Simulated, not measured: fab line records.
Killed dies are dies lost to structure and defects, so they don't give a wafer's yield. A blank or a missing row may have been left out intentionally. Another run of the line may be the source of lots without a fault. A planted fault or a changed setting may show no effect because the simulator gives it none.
8D (eight disciplines) problem report, filled in by code    flow berkeley_cmos170    the parts of the form that need people (team, actions taken, sign-off) are left out

1. WHAT IS WRONG
Across 3 wafers from 2 lots, V2_POLISHED_THK at UCB170_V2_THK_MEAS_04 averages 751.1 nm, while fault-free wafers read 999.9 nm with a standard deviation of 1.1. That is -99 or more standard deviations from the usual mean.
First observed at day 11 00:47: wafer L860.3, on film_metro-02. The record has a number at this step for 18 wafers belonging to 6 lots. The rule behind "out" and "out of limits": a value lying over 4 standard deviations away from the usual mean. All remaining wafers that have a number are taken as sound.

2. WHAT IT IS AND WHAT IT IS NOT
question                     is                            is not
which readings at this step  V2_POLISHED_THK               -
which lots                   L860, L861                    L847, L849, L862, L865
which wafers of those lots   L860.3, L860.5, L861.4        L860.6, L861.5, L861.6
read on which gauges         film_metro-01, film_metro-02  film_metro-04
when                         from day 11 00:47             up to then (7 sound wafers); but 8 sound wafers of L861, L862, L865 came after

3. SUSPECTS, AND WHAT RULES EACH OUT
Counting: a tool at a process step up to the reading stays a suspect if it ran every lot that is out. Sound lots after the first of them don't rule it out here, since some wafers of a struck lot are sound.
- the gauge at UCB170_V2_THK_MEAS_04: ruled out. 2 gauges (film_metro-01, film_metro-02) read the wafers that are out.
- rie_metal-02 at UCB170_M2_METAL_ETCH_18 (etches Al in Cl2/BCl3, stops on SiO2, target depth 1170 nm, time 195 s): kept. It ran every lot that is out, first L860 (day 10 23:47).
- cmp-02 at UCB170_V2_CMP_02 (polishes SiO2): kept. Ran every lot that is out, first one L860 (day 11 00:24); last sound lot up to then L849 (day 8 07:32).
- In cmp-02 at UCB170_V2_CMP_02, the wafers that are out were processed in chamber 2 and their sound lot-mates in chambers 0, 1, 3.
What counting leaves: rie_metal-02 at UCB170_M2_METAL_ETCH_18 and cmp-02 at UCB170_V2_CMP_02.

4. THE CAUSE (what the simulator had put in)
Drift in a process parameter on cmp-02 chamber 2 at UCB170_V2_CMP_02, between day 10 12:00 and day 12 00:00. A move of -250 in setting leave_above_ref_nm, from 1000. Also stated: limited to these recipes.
Counting leaves 2 suspects; this tool is one of them.

5. THE CHAIN OF EFFECTS, in route order
Each row: a reading where the mean over the struck wafers with a number is more than 3 standard deviations away from the usual. Only readings for which the record gives a usual standard deviation are gone through. hours: the time from each lot's start at the first step in this table that gives one to its start at this step, as a median over the lots. sigmas: the change in usual standard deviations.
hours  step                   reading          usual       on struck wafers  change  sigmas
0      UCB170_V2_THK_MEAS_04  V2_POLISHED_THK  999.9 nm    751.1             -248.8  -99 or more
4      UCB170_V2_ETCH_14      oes_product_au   0.867 a.u.  0.741             -0.126  -9.0
Here are the process steps it includes:
- UCB170_V2_ETCH_14: etches SiO2 in CHF3/CF4/Ar, stops on Al, target depth 1250 nm, time 291 s.
At these later measuring or inspecting steps, every struck wafer for which the step has a row has a number for every such reading, and none has moved that far: UCB170_V2_CD_MEAS_12, UCB170_V2_OVL_MEAS_13, UCB170_V2_CD_MEAS_90, UCB170_M3_RS_MEAS_02, UCB170_M3_THK_MEAS_03.

6. HOW IT WOULD HAVE BEEN CAUGHT EARLIER
13 hours passed between the start of the fault at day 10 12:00 and the first reading out of limits at a measuring or inspecting step in this record, taken at day 11 00:47.
Tool readings at UCB170_V2_CMP_02 with a usual standard deviation given in the record: none out on any struck wafer, hence no alarm at a limit of 4 standard deviations on them.
Of the lots that are out (2), L861 began UCB170_V2_CMP_02 on cmp-02 after day 11 00:47. Holding the tool at that time would have saved it.
